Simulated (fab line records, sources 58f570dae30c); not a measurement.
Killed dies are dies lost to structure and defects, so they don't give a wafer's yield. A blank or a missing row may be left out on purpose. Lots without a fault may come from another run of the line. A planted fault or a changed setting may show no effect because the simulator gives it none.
Which tool did it? | flow berkeley_cmos170 | 10 lots, 30 wafers sampled, at 1 step of a route of 331

WHAT THE GAUGES READ, wafer by wafer
UCB170_SACOX_THK_MEAS_02. Usual: SACOX_OXIDE_THK 14.35 nm, standard deviation 0.25.
lot  | measured     | on            | SACOX_OXIDE_THK (nm) | flag
L972 | day 5 22:31  | film_metro-03 | 14.84 14.78 15.14    |
L981 | day 8 07:32  | film_metro-01 | 15.33 15.28 15.41    | OFF
L983 | day 8 07:35  | film_metro-01 | 15.62 15.67 15.49    | OFF
L985 | day 8 22:09  | film_metro-04 | 14.28 14.09 14.03    |
L986 | day 9 15:43  | film_metro-04 | 14.17 14.18 14.28    |
L988 | day 9 15:43  | film_metro-03 | 14.61 14.70 14.67    |
L995 | day 11 12:11 | film_metro-04 | 13.82 14.05 14.11    |
L991 | day 11 12:15 | film_metro-04 | 14.24 14.42 14.31    |
L994 | day 11 12:15 | film_metro-03 | 14.55 14.37 14.33    |
L992 | day 11 12:19 | film_metro-03 | 14.69 14.78 14.64    |

WHICH TOOL RAN EACH LOT (tool, then ch and the chambers of the sampled wafers, then the start)
The record holds no process step before these readings.

WHAT THE TOOLS THEMSELVES READ (means of the sampled wafers that have a number; where no wafer has one, the mark that the record gives instead)
The record holds no such reading with a usual standard deviation.

THE ANSWER, worked out from the rows above alone
Rule: a lot is off if the mean of its wafers that have a number lies more than 3 standard deviations from the usual mean. A lot without any number at a reading at which 4 lots or more have one is off too. The other lots that the step has rows for count as sound. The gauges are gone through in route order, then the tools' own readings, and for those a lot's mean is taken as printed above. The first step at which some lot is off is used, and at that step the reading that is off furthest; a lot without a number counts as furthest.
Off: L981, L983, at UCB170_SACOX_THK_MEAS_02 (SACOX_OXIDE_THK).
A tool fits if, at a process step before that reading, it ran every lot that is off, and no sound lot after the first of them. The gauges at UCB170_SACOX_THK_MEAS_02 are tried like those tools. One fits: film_metro-01 at UCB170_SACOX_THK_MEAS_02. It ran no sound lot before its first lot that is off in this sample, so the start can't be narrowed down.

WHAT THE SIMULATOR HAD PUT IN
Metrology matching offset: film_metro-01, from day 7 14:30 on, at UCB170_SACOX_THK_MEAS_02. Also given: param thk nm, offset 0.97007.
Lots struck among those shown: L981, L983. The rule above found the same.
